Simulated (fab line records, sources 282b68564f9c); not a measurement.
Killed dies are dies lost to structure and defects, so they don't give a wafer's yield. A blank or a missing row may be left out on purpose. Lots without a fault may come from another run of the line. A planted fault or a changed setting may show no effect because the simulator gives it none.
Which tool did it? | flow rit_cmos | 14 lots, 42 wafers sampled, at 5 steps of a route of 202

WHAT THE GAUGES READ, wafer by wafer
RIT_ACTIVE_CD_MEAS_90: target cd 1400 nm. Usual: cd_nm 1400.2 nm, standard deviation 2.4.
lot  | measured    | on        | cd_nm (nm)           | flag
L744 | day 1 15:44 | cd_sem-01 | 1401.0 1401.9 1399.8 |
L746 | day 2 01:28 | cd_sem-02 | 1400.3 1399.4 1399.4 |
L747 | day 2 06:15 | cd_sem-02 | 1396.8 1397.8 1400.0 |
L750 | day 2 23:48 | cd_sem-02 | 1400.9 1400.0 1402.9 |
L751 | day 3 03:05 | cd_sem-02 | 1398.7 1402.0 1401.2 |
L752 | day 3 07:19 | cd_sem-01 | 1404.6 1402.8 1403.3 |
L753 | day 3 12:08 | cd_sem-02 | 1400.0 1401.8 1401.3 |
L754 | day 3 17:04 | cd_sem-02 | 1396.3 1397.7 1399.0 |
L755 | day 3 22:10 | cd_sem-01 | 1403.3 1400.7 1401.0 |
L756 | day 4 03:01 | cd_sem-02 | 1401.3 1399.2 1398.6 |
L762 | day 5 10:36 | cd_sem-02 | 1394.8 1398.6 1396.1 |
L764 | day 5 21:14 | cd_sem-01 | 1394.8 1397.1 1395.9 |
L766 | day 6 15:13 | cd_sem-01 | 1400.2 1400.6 1400.2 |
L767 | day 6 15:28 | cd_sem-02 | 1399.4 1399.0 1399.5 |

RIT_WELLDRIVE_RS_MEAS_02: measures by four-point-probe. Usual: PWELL_RS 429.5 ohm/sq, standard deviation 1.2.
lot  | measured    | on            | PWELL_RS (ohm/sq) | flag
L744 | day 2 05:57 | film_metro-04 | 429.6 430.9 429.9 |
L746 | day 2 16:13 | film_metro-02 | 427.8 427.4 428.9 |
L747 | day 2 21:10 | film_metro-04 | 430.9 432.3 430.8 |
L750 | day 3 14:33 | film_metro-03 | 428.4 428.0 428.7 |
L751 | day 3 15:51 | film_metro-02 | 430.7 430.4 429.7 |
L752 | day 3 21:28 | film_metro-03 | 428.4 428.6 430.1 |
L753 | day 4 02:47 | film_metro-03 | 429.5 429.3 428.6 |
L754 | day 4 06:00 | film_metro-02 | 426.6 428.3 428.9 |
L755 | day 4 13:30 | film_metro-02 | 428.5 428.1 429.4 |
L756 | day 4 23:40 | film_metro-04 | 430.2 431.0 430.4 |
L762 | day 6 09:22 | film_metro-04 | 405.0 406.0 405.0 | OFF
L764 | day 7 03:14 | film_metro-02 | 404.0 404.9 404.4 | OFF
L766 | day 7 15:37 | film_metro-03 | 427.8 428.9 428.8 |
L767 | day 7 15:37 | film_metro-02 | 427.6 427.5 427.7 |

RIT_GATE_THK_MEAS_07. Usual: GATE_OXIDE_THK 3.04 nm, standard deviation 0.064.
lot  | measured    | on            | GATE_OXIDE_THK (nm) | flag
L744 | day 2 11:28 | film_metro-04 | 3.04 3.05 3.06      |
L746 | day 2 23:41 | film_metro-04 | 2.98 2.94 3.01      |
L747 | day 3 03:41 | film_metro-04 | 3.12 3.05 3.12      |
L750 | day 3 21:35 | film_metro-01 | 3.08 2.99 3.02      |
L751 | day 3 22:03 | film_metro-03 | 2.91 2.97 2.88      |
L752 | day 4 05:44 | film_metro-01 | 3.18 3.15 3.17      |
L753 | day 4 13:40 | film_metro-01 | 3.09 3.03 3.04      |
L754 | day 4 16:11 | film_metro-01 | 3.04 2.98 3.03      |
L755 | day 4 20:35 | film_metro-01 | 2.98 2.97 2.90      |
L756 | day 5 09:12 | film_metro-01 | 2.87 2.96 2.99      |
L762 | day 6 23:32 | film_metro-04 | 3.02 3.08 3.05      |
L764 | day 7 11:04 | film_metro-03 | 3.14 3.14 3.17      |
L766 | day 8 00:34 | film_metro-03 | 3.04 3.01 3.03      |
L767 | day 8 00:34 | film_metro-04 | 3.00 3.06 3.06      |

WHICH TOOL RAN EACH LOT (tool, then ch and the chambers of the sampled wafers, then the start)
lot  | RIT_ACTIVE_STRIP_14                 | RIT_PWELL_IMPLANT_08
L744 | plasma_asher-01 ch 0,1, day 1 15:34 | implanter-01 ch 0, day 2 00:18
L746 | plasma_asher-02 ch 1, day 2 01:16   | implanter-04 ch 0, day 2 09:38
L747 | plasma_asher-01 ch 1, day 2 06:04   | implanter-01 ch 0, day 2 15:15
L750 | plasma_asher-02 ch 0,1, day 2 23:38 | implanter-01 ch 0, day 3 07:41
L751 | plasma_asher-04 ch 0,1, day 3 02:55 | implanter-01 ch 0, day 3 10:16
L752 | plasma_asher-02 ch 0,1, day 3 07:08 | implanter-01 ch 0, day 3 15:53
L753 | plasma_asher-01 ch 1, day 3 11:58   | implanter-01 ch 0, day 3 21:05
L754 | plasma_asher-04 ch 0,1, day 3 16:54 | implanter-01 ch 0, day 4 00:26
L755 | plasma_asher-04 ch 1, day 3 21:58   | implanter-01 ch 0, day 4 05:25
L756 | plasma_asher-04 ch 0,1, day 4 02:50 | implanter-04 ch 0, day 4 17:32
L762 | plasma_asher-02 ch 0,1, day 5 10:25 | implanter-04 ch 0, day 5 23:17
L764 | plasma_asher-01 ch 0,1, day 5 21:02 | implanter-04 ch 0, day 6 17:22
L766 | plasma_asher-01 ch 0,1, day 6 15:03 | implanter-03 ch 0, day 7 08:17
L767 | plasma_asher-04 ch 0,1, day 6 15:17 | implanter-03 ch 0, day 7 08:46
- RIT_ACTIVE_STRIP_14: strips in O2, time 180 s.
- RIT_PWELL_IMPLANT_08

WHAT THE TOOLS THEMSELVES READ (means of the sampled wafers that have a number; where no wafer has one, the mark that the record gives instead)
RIT_ACTIVE_STRIP_14. Usual: drypump_motor_current_A 5.63 A, standard deviation 0.2.
lot  | tool            | drypump_motor_current_A (A) | flag
L744 | plasma_asher-01 | 5.57                        |
L746 | plasma_asher-02 | 5.48                        |
L747 | plasma_asher-01 | 5.84                        |
L750 | plasma_asher-02 | 5.61                        |
L751 | plasma_asher-04 | 5.64                        |
L752 | plasma_asher-02 | 5.74                        |
L753 | plasma_asher-01 | 5.82                        |
L754 | plasma_asher-04 | 5.52                        |
L755 | plasma_asher-04 | 5.40                        |
L756 | plasma_asher-04 | 5.66                        |
L762 | plasma_asher-02 | 5.60                        |
L764 | plasma_asher-01 | 5.69                        |
L766 | plasma_asher-01 | 5.56                        |
L767 | plasma_asher-04 | 5.52                        |

RIT_PWELL_IMPLANT_08. Usual: dose_ions_cm2 7e+13, standard deviation 7.3e+10; faraday_current_uA 221, standard deviation 4.8.
lot  | tool         | dose_ions_cm2 | faraday_current_uA | flag
L744 | implanter-01 | 7e+13         | 219                |
L746 | implanter-04 | 7e+13         | 220                |
L747 | implanter-01 | 7e+13         | 221                |
L750 | implanter-01 | 7e+13         | 220                |
L751 | implanter-01 | 7e+13         | 217                |
L752 | implanter-01 | 7e+13         | 229                |
L753 | implanter-01 | 7e+13         | 223                |
L754 | implanter-01 | 7e+13         | 222                |
L755 | implanter-01 | 7e+13         | 220                |
L756 | implanter-04 | 7e+13         | 220                |
L762 | implanter-04 | 8e+13         | 238                | OFF
L764 | implanter-04 | 8e+13         | 245                | OFF
L766 | implanter-03 | 7e+13         | 218                |
L767 | implanter-03 | 7e+13         | 225                |

THE ANSWER, worked out from the rows above alone
Rule: a lot is off if the mean of its wafers that have a number lies more than 3 standard deviations from the usual mean. A lot without any number at a reading at which 4 lots or more have one is off too. The other lots that the step has rows for count as sound. The gauges are gone through in route order, then the tools' own readings, and for those a lot's mean is taken as printed above. The first step at which some lot is off is used, and at that step the reading that is off furthest; a lot without a number counts as furthest.
Off: L762, L764, at RIT_WELLDRIVE_RS_MEAS_02 (PWELL_RS).
A tool fits if, at a process step before that reading, it ran every lot that is off, and no sound lot after the first of them. The gauges at RIT_WELLDRIVE_RS_MEAS_02 aren't tried: what is off there is off at RIT_PWELL_IMPLANT_08 too, on other tools, and a gauge's error can't cause that. One fits: implanter-04 at RIT_PWELL_IMPLANT_08. Its last sound lot is L756 (day 4 17:32), its first lot that is off L762 (day 5 23:17): a fault that began between those two fits.
The tool's own readings at RIT_PWELL_IMPLANT_08 bear it out: on the lots that are off they differ by more than 5 times the standard deviation of the sound lots' means. dose_ions_cm2 reads 8e+13 there against 7e+13 on the sound lots; faraday_current_uA reads 242 there against 221 on the sound lots.

WHAT THE SIMULATOR HAD PUT IN
Process parameter drift: implanter-04, from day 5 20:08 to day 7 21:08, at RIT_PWELL_IMPLANT_08. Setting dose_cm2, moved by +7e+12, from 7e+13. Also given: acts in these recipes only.
Lots struck among those shown: L762, L764. The rule above found the same.
